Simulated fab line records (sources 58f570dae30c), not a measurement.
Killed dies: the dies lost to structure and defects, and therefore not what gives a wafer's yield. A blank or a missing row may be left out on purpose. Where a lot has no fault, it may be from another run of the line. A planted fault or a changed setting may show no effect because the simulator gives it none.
Lot-split experiment | flow berkeley-cmos170 | 23 wafers read from 5 lots, route of 331 steps

ON THE SPLIT
At UCB170_SILICIDE_SPUTTER_01 (material Ti, target thk 30 nm, time 25 s), the setting time-s was moved away from the recipe's 25 s on 4 of the 23 wafers read, by -11.9% to +3.8%. This setting was run at the recipe's value on the other wafers.

SPLIT TO READING: what lies between them in the file, 1 step
- UCB170_SILICIDE_RS_MEAS_02: measures by four-point-probe

THE READING
SILICIDE_TI_THK, in nm, at UCB170_SILICIDE_THK_MEAS_03 (measures by xrf). Typical for fault-free wafers on this fab line: 30.24 nm, with standard deviation 0.29 nm.

wafer  | tool, chamber at the split | time-s as run, s | against the recipe | SILICIDE_TI_THK, nm | against lot-mates on the recipe
L074.1 | pvd-sputter-01, -          | 25               | recipe             | 30.32               | -
L074.5 | pvd-sputter-01, -          | 25               | recipe             | 29.88               | -
L074.6 | pvd-sputter-01, -          | 25               | recipe             | 30.34               | -
L079.1 | pvd-sputter-01, -          | 25               | recipe             | 30.05               | -
L079.3 | pvd-sputter-01, -          | 25               | recipe             | 30.05               | -
L079.4 | pvd-sputter-01, -          | 25               | recipe             | 30.33               | -
L079.5 | pvd-sputter-01, -          | 25               | recipe             | 30.49               | -
L079.6 | pvd-sputter-01, -          | 25               | recipe             | 30.16               | -
L076.1 | pvd-sputter-04, -          | 25.94            | +3.8%              | 31.26               | +1.10
L076.2 | pvd-sputter-04, -          | 25               | recipe             | 30.34               | -
L076.3 | pvd-sputter-04, -          | 25               | recipe             | 29.95               | -
L076.4 | pvd-sputter-04, -          | 25               | recipe             | 30.19               | -
L076.6 | pvd-sputter-04, -          | 25.94            | +3.8%              | 31.55               | +1.39
L078.1 | pvd-sputter-01, -          | 25               | recipe             | 30.69               | -
L078.2 | pvd-sputter-01, -          | 25               | recipe             | 30.63               | -
L078.3 | pvd-sputter-01, -          | 25               | recipe             | 30.37               | -
L078.4 | pvd-sputter-01, -          | 25               | recipe             | 30.33               | -
L078.5 | pvd-sputter-01, -          | 25               | recipe             | 30.63               | -
L077.1 | pvd-sputter-04, -          | 25               | recipe             | 30.79               | -
L077.2 | pvd-sputter-04, -          | 22.02            | -11.9%             | 26.93               | -3.65
L077.3 | pvd-sputter-04, -          | 22.02            | -11.9%             | 26.82               | -3.76
L077.4 | pvd-sputter-04, -          | 25               | recipe             | 30.70               | -
L077.6 | pvd-sputter-04, -          | 25               | recipe             | 30.25               | -

THE FIT
A straight line over all 23 wafers: SILICIDE_TI_THK changes by +0.29 nm for each +1% of time-s; r = +0.98; the points scatter about the line by 0.25 nm.
The same after taking each lot's own level away (the mean of its wafers on the recipe; 23 wafers): +0.313 nm for each +1%; r = +0.99; scatter 0.18 nm.
The reading moves by 3.7 nm for the largest change in time-s, on that fit.
Across the lots, their own levels run from 30.160 to 30.580 nm, a range of 1.4 times the standard deviation given above.
The two slopes agree, so the slope changes little with the lot-to-lot level.
Check: with one of the wafers moved furthest among these (-11.9%) left out of the fit, the line predicts -3.79 nm for it against its lot-mates. Against them it came out at -3.65 nm.

OTHER SPLITS APPLIED TO THESE WAFERS
Other splits were also applied to these wafers ahead of the reading. Each is held against what the fit with the lots' levels taken away leaves over:
other split on the same wafers   | wafers away from the commonest value | r with SILICIDE_TI_THK (lot level and that fit taken away)
UCB170_PVT_STRIP_08 o2-flow-sccm | 10                                   | +0.20
UCB170_GATE_EXPOSE_09 dose-mj    | 6                                    | +0.03
UCB170_GATE_ETCH_15 icp-w        | 5                                    | +0.00
UCB170_NLDD_IMPLANT_08 tilt-deg  | 4                                    | +0.24
UCB170_PSD_PEB_04 peb-temp-c     | 7                                    | +0.11
UCB170_NSD_PEB_04 peb-temp-c     | 8                                    | +0.11

THE WHOLE CHAIN: every reading that the file lists as answering this split, in the file's order
step                        | what it does                             | reading                                                                           | change (the file's fit)              | r (the file's)
UCB170_SILICIDE_SPUTTER_01  | material Ti, target thk 30 nm, time 25 s | Ti_of_SILICIDE_SPUTTER_01.thk-nm (the simulator's own value, which no gauge read) | +0.31 nm for each +1% of the setting | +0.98
UCB170_SILICIDE_RS_MEAS_02  | measures by four-point-probe             | SILICIDE_TI_RS                                                                    | -0.35 for each +1% of the setting    | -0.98
UCB170_SILICIDE_THK_MEAS_03 | measures by xrf                          | SILICIDE_TI_THK                                                                   | +0.313 for each +1% of the setting   | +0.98

FILE'S OWN FIT
SILICIDE_TI_THK changes by +0.313 nm for each +1% of time-s, r = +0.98.
